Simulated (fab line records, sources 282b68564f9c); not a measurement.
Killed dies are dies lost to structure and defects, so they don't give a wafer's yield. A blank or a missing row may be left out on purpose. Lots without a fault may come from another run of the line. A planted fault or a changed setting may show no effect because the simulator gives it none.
A struck lot beside a sound one | flow rit_cmos | 25 steps out of a route of 202
Sound: wafers L148.1, L148.3, L148.6. Struck: wafers L164.3, L164.5, L164.6. The cause comes at the end.
At each step with rows: each side's tool, then ch and its chambers, then its first start. Under that, the readings that differ: sound wafers | struck wafers | difference of the means | sigmas: that difference in standard deviations of wafers without a fault.
alike: readings whose means differ by less than 2 such deviations, and words and numbers that are the same on both sides. not compared: withheld readings, readings that some wafer has no value for, bounds like >300 that may hide the same value, and numbers for which the record gives no deviation and whose values overlap.
The two part at a step that has a row with sigmas, a row that says differs or no value, or rows on one side only. Numbers that don't overlap but have no deviation are shown without sigmas and don't part them. A reading that every wafer of one side lacks parts them only if that side has two wafers or more.

first, 1 step without rows for these wafers: RIT_PRETRO_IMPLANT_08.
RIT_PRETRO_STRIP_09: strips in O2, time 180 s.
  sound on plasma_asher-01 ch 0,1, day 2 06:50; struck on plasma_asher-01 ch 0,1, day 5 15:19
  alike: drypump_motor_current_A
  not compared: rf_hours_counter_h
RIT_PRETRO_TW_MEAS_10:
  sound on film_metro-02, day 2 07:01; struck on film_metro-02, day 5 15:28
  alike: PRETRO_TW
then, 5 steps without rows for these wafers: RIT_GATE_WET_ETCH_00 (etches SiO2 in BOE, target depth 56 nm, time 60 s); RIT_GATE_CLEAN_01 (cleans in SC1, time 600 s); RIT_GATE_CLEAN_02 (cleans in dHF, time 30 s); RIT_GATE_CLEAN_03 (cleans in SC2, time 600 s); RIT_GATE_CLEAN_04 (cleans in dHF, time 60 s).
RIT_FOX2_THK_MEAS_91:
  sound on film_metro-04, day 2 07:30; struck on film_metro-01, day 5 15:56
  alike: FIELD_OXIDE_LEFT_2_THK
then, 2 steps without rows for these wafers: RIT_GATE_OXIDATION_05 (target thk 3 nm, ox time 270 s); RIT_GATE_ANNEAL_06 (time 600 s).
RIT_GATE_THK_MEAS_07:
  sound on film_metro-01, day 2 08:59; struck on film_metro-01, day 5 17:19
  alike: GATE_OXIDE_THK
RIT_GATE_CVD_08: deposits poly-Si from SiH4, target thk 250 nm, time 2220 s.
  sound on lpcvd-02 ch 1, day 2 09:32; struck on lpcvd-02 ch 1, day 5 17:22
  reading                                  | sound             | struck          | difference | sigmas
  model.poly-Si_of_GATE_CVD_08.thk_nm (nm) | 253.6 252.8 253.3 | 416.1 414.8 415 | +162.1     |
  alike: zone_power_centre_pct, zone_power_load_pct
RIT_GATE_THK_MEAS_09:
  sound on film_metro-01, day 2 11:09; struck on film_metro-02, day 5 19:00
  reading            | sound             | struck            | difference | sigmas
  GATE_POLY_THK (nm) | 253.7 252.8 253.2 | 416.4 414.7 415.1 | +162.2     | +77
then, 2 steps without rows for these wafers: RIT_GATE_HMDS_10 (prime time 60 s); RIT_GATE_COAT_11 (resist thk 850 nm).
RIT_GATE_SOFTBAKE_12: time 61.23 s.
  sound on litho_track-04 ch 0, day 2 11:31; struck on litho_track-04 ch 0, day 5 19:23
  alike: plate_sensor_t_centre_C, plate_sensor_t_edge_C
then, 3 steps without rows for these wafers: RIT_GATE_EXPOSE_13 (exposes mask M6, target cd 150 nm); RIT_GATE_PEB_14; RIT_GATE_DEVELOP_15 (develop time 50 s).
RIT_GATE_CD_MEAS_16: target cd 150 nm.
  sound on cd_sem-01, day 2 12:11; struck on cd_sem-01, day 5 20:04
  alike: cd_nm
RIT_GATE_OVL_MEAS_17:
  sound on overlay-02, day 2 12:18; struck on overlay-01, day 5 20:09
  alike: GATE_OVL
then, 1 step without rows for these wafers: RIT_GATE_HARDBAKE_18 (time 60 s).
RIT_GATE_ETCH_19: etches poly-Si in SF6/CHF3/O2, stops on SiO2, time 165 s, target depth 312.5 nm.
  sound on rie_si-01 ch 1,2,3, day 2 12:37; struck on rie_si-01 ch 2,3, day 5 20:19
  reading                          | sound             | struck            | difference | sigmas
  oes_product_au (a.u.)            | 0.880 0.867 0.842 | 1.052 1.049 1.019 | +0.177     | +14
  model.GATE.feature_depth_nm (nm) | 253.6 252.8 253.3 | 322.8 324.5 323.9 | +70.5      |
  model.etch.depth_nm (nm)         | 253.6 252.8 253.3 | 322.8 324.5 323.9 | +70.5      |
  alike: O2_flow_sccm, SF6_flow_sccm, drypump_motor_current_A, throttle_valve_pct
  not compared: rf_hours_counter_h
RIT_GATE_STRIP_20: strips in O2, time 180 s.
  sound on plasma_asher-01 ch 0,1, day 2 12:43; struck on plasma_asher-04 ch 0,1, day 5 20:29
  alike: drypump_motor_current_A
  not compared: rf_hours_counter_h

WHERE THEY PART
First at RIT_GATE_THK_MEAS_09; last, within this record, at RIT_GATE_ETCH_19. Later steps at which nothing parts them and some readings are alike: RIT_GATE_STRIP_20.

WHY: what the simulator had put in
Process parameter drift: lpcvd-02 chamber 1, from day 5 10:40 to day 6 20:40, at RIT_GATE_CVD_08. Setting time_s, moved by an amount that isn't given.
